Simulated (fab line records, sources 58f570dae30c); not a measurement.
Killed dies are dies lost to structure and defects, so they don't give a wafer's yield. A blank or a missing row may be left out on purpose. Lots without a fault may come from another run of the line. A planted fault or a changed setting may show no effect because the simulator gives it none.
Which tool did it? | flow berkeley_cmos170 | 15 lots, 45 wafers sampled, at 3 steps of a route of 331

WHAT THE GAUGES READ, wafer by wafer
UCB170_PLDD_TW_MEAS_11.
lot  | measured     | on            | PLDD_TW
L683 | day 7 01:57  | film_metro-02 | 1000 1005 1007
L687 | day 8 00:07  | film_metro-01 | 997 987 992
L684 | day 8 00:23  | film_metro-02 | 1014 1006 1010
L686 | day 8 00:40  | film_metro-01 | 992 994 996
L689 | day 8 04:14  | film_metro-01 | 995 991 995
L691 | day 9 00:13  | film_metro-03 | 1010 1011 1006
L692 | day 9 00:28  | film_metro-01 | 997 1000 1003
L690 | day 9 00:35  | film_metro-02 | 1011 1011 1010
L696 | day 9 14:02  | film_metro-02 | 1150 1147 1143
L701 | day 10 15:36 | film_metro-02 | 1139 1143 1141
L700 | day 10 15:29 | film_metro-01 | 994 994 989
L702 | day 10 16:03 | film_metro-01 | 1125 1126 1119
L703 | day 11 05:46 | film_metro-03 | 1006 1014 1011
L704 | day 11 05:54 | film_metro-01 | 1007 1005 1006
L705 | day 11 06:10 | film_metro-01 | 1008 1008 1005

UCB170_SDANNEAL_RS_MEAS_04: measures by four-point-probe.
lot  | measured     | on            | PLDD_RS (ohm/sq)
L683 | day 7 14:31  | film_metro-03 | 1032.3 1032.1 1030.5
L687 | day 8 13:19  | film_metro-02 | 1031.1 1031.6 1032.9
L684 | day 8 12:53  | film_metro-01 | 1027.0 1029.5 1028.1
L686 | day 8 14:25  | film_metro-02 | 1027.8 1033.8 1030.6
L689 | day 8 16:20  | film_metro-02 | 1031.2 1030.0 1027.5
L691 | day 9 16:53  | film_metro-01 | 1034.8 1034.5 1032.4
L692 | day 9 16:55  | film_metro-03 | 1028.1 1028.4 1030.6
L690 | day 9 17:39  | film_metro-01 | 1030.5 1030.4 1032.9
L696 | day 10 02:38 | film_metro-01 | 755.6 752.8 754.8
L701 | day 11 06:44 | film_metro-01 | 757.8 755.6 757.3
L700 | day 11 07:12 | film_metro-03 | 1030.9 1029.4 1030.6
L702 | day 11 07:11 | film_metro-02 | 758.8 756.9 755.1
L703 | day 11 19:13 | film_metro-03 | 1031.8 1026.3 1028.9
L704 | day 11 18:49 | film_metro-02 | 1029.7 1032.6 1033.7
L705 | day 11 19:39 | film_metro-01 | 1031.2 1028.8 1030.5

WHICH TOOL RAN EACH LOT (tool, then ch and the chambers of the sampled wafers, then the start)
lot  | UCB170_PLDD_IMPLANT_09
L683 | implanter-04 ch 0, day 7 01:42
L687 | implanter-01 ch 0, day 7 23:52
L684 | implanter-03 ch 0, day 8 00:08
L686 | implanter-01 ch 0, day 8 00:25
L689 | implanter-01 ch 0, day 8 04:01
L691 | implanter-03 ch 0, day 8 23:58
L692 | implanter-01 ch 0, day 9 00:14
L690 | implanter-04 ch 0, day 9 00:20
L696 | implanter-01 ch 0, day 9 13:26
L701 | implanter-04 ch 0, day 10 14:58
L700 | implanter-01 ch 0, day 10 15:14
L702 | implanter-03 ch 0, day 10 15:31
L703 | implanter-01 ch 0, day 11 05:31
L704 | implanter-04 ch 0, day 11 05:41
L705 | implanter-01 ch 0, day 11 05:55
- UCB170_PLDD_IMPLANT_09

WHAT THE TOOLS THEMSELVES READ (means of the sampled wafers that have a number; where no wafer has one, the mark that the record gives instead)
The record holds no such reading with a usual standard deviation.

THE ANSWER, worked out from the rows above alone
Rule: what is usual is taken from the lots themselves. Put in order of their means at a reading, lots are off if they are a third of the lots or fewer, leave a main group of 4 or more, and stand apart from it by a gap of 3 or more times the standard deviation of the main group's means; of several such gaps the widest counts. A main group whose means are all the same, to the digits that the tables above print for the reading, isn't used. A lot without any number at a reading at which 4 lots or more have one is off too. The other lots that the step has rows for count as sound. The gauges are gone through in route order, then the tools' own readings, and for those a lot's mean is taken as printed above. The first step at which some lot is off is used, and at that step the reading that is off furthest; a lot without a number counts as furthest.
Off: L696, L701, L702, at UCB170_PLDD_TW_MEAS_11 (PLDD_TW). The main group: mean 1002, standard deviation 7.3.
A tool fits if, at a process step before that reading, it ran every lot that is off, and no sound lot after the first of them. The gauges at UCB170_PLDD_TW_MEAS_11 are tried like those tools. None of those tried fits.

WHAT THE SIMULATOR HAD PUT IN
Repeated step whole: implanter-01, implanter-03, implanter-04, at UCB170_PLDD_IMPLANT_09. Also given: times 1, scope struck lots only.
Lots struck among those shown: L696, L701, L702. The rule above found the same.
